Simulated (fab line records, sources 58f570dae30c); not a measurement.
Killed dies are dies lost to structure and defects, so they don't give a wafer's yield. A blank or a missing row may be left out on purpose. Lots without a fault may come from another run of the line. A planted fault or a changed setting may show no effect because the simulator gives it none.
A struck lot beside a sound one | flow berkeley_cmos170 | 15 steps out of a route of 331
Sound: wafers L542.2, L542.3, L542.6. Struck: wafers L549.2, L549.3, L549.6. The cause comes at the end.
At each step with rows: each side's tool, then ch and its chambers, then its first start. Under that, the readings that differ: sound wafers | struck wafers | difference of the means | sigmas: that difference in standard deviations of wafers without a fault.
alike: readings whose means differ by less than 2 such deviations, and words and numbers that are the same on both sides. not compared: withheld readings, readings that some wafer has no value for, bounds like >300 that may hide the same value, and numbers for which the record gives no deviation and whose values overlap.
The two part at a step that has a row with sigmas, a row that says differs or no value, or rows on one side only. Numbers that don't overlap but have no deviation are shown without sigmas and don't part them. A reading that every wafer of one side lacks parts them only if that side has two wafers or more.

UCB170_ACTIVE_THK_MEAS_03:
  sound on film_metro-03, day 4 15:22; struck on film_metro-03, day 5 23:54
  alike: ACTIVE_OXIDE_THK
then, 2 steps without rows for these wafers: UCB170_ACTIVE_ANNEAL_04 (time 900 s); UCB170_ACTIVE_CVD_05 (deposits Si3N4 from SiH2Cl2/NH3, target thk 220 nm, time 3300 s).
UCB170_ACTIVE_THK_MEAS_06:
  sound on film_metro-03, day 4 22:29; struck on film_metro-03, day 6 06:55
  reading                 | sound             | struck            | difference | sigmas
  ACTIVE_NITRIDE_THK (nm) | 223.3 221.9 224.3 | 216.0 217.9 217.8 | -5.9       | -3
then, 6 steps without rows for these wafers: UCB170_ACTIVE_HMDS_07 (prime time 60 s); UCB170_ACTIVE_COAT_08 (resist thk 900 nm); UCB170_ACTIVE_SOFTBAKE_09 (time 60 s); UCB170_ACTIVE_EXPOSE_10 (exposes mask ACTIVE, target cd 1200 nm); UCB170_ACTIVE_PEB_11; UCB170_ACTIVE_DEVELOP_12 (develop time 45 s).
UCB170_ACTIVE_CD_MEAS_13: target cd 1200 nm.
  sound on cd_sem-01, day 4 23:44; struck on cd_sem-01, day 6 08:10
  alike: cd_nm
UCB170_ACTIVE_OVL_MEAS_14:
  sound on overlay-02, day 4 23:51; struck on overlay-01, day 6 08:16
  alike: ACTIVE_OVL
UCB170_ACTIVE_ETCH_15: etches Si3N4 in CH3F/Ar/O2, stops on SiO2, target depth 242 nm, time 151 s.
  sound on rie_diel-04 ch 1,2,3, day 4 23:53; struck on rie_diel-01 ch 1,3, day 6 08:17
  reading                                       | sound             | struck            | difference | sigmas
  oes_product_au (a.u.)                         | 0.977 0.962 0.924 | 0.756 0.756 0.755 | -0.199     | -10
  throttle_valve_pct (%)                        | 8.27 8.07 8.09    | 7.83 7.86 7.85    | -0.30      | -2
  model.etch.depth_nm (nm)                      | 223.2 221.9 224.3 | 154 151.4 154.2   | -70        |
  model.KrF_of_ACTIVE_COAT_08.thk_nm (nm)       | 724.3 719.7 724.5 | 788.5 789 785.7   | +64.9      |
  model.SiO2_of_ACTIVE_OXIDATION_02.thk_nm (nm) | 23.03 21.4 22.87  | 23.65 23.42 23.88 | +1.22      |
  alike: drypump_motor_current_A, rf_fwd_power_W
  not compared: rf_hours_counter_h
UCB170_ACTIVE_STRIP_16: strips in O2.
  sound on plasma_asher-03 ch 0, day 4 23:59; struck on plasma_asher-02 ch 0,1, day 6 08:24
  reading                      | sound             | struck            | difference | sigmas
  strip_time_to_endpoint_s (s) | 18.09 17.96 18.08 | 19.62 19.64 19.55 | +1.56      | +17
  alike: drypump_motor_current_A, oes_product_au
  not compared: rf_hours_counter_h
UCB170_ACTIVE_CD_MEAS_90: target cd 1200 nm.
  sound on cd_sem-01, day 5 00:06; struck on cd_sem-01, day 6 08:31
  alike: cd_nm

WHERE THEY PART
First at UCB170_ACTIVE_THK_MEAS_06; last, within this record, at UCB170_ACTIVE_STRIP_16. Later steps at which nothing parts them and some readings are alike: UCB170_ACTIVE_CD_MEAS_90.

WHY: what the simulator had put in
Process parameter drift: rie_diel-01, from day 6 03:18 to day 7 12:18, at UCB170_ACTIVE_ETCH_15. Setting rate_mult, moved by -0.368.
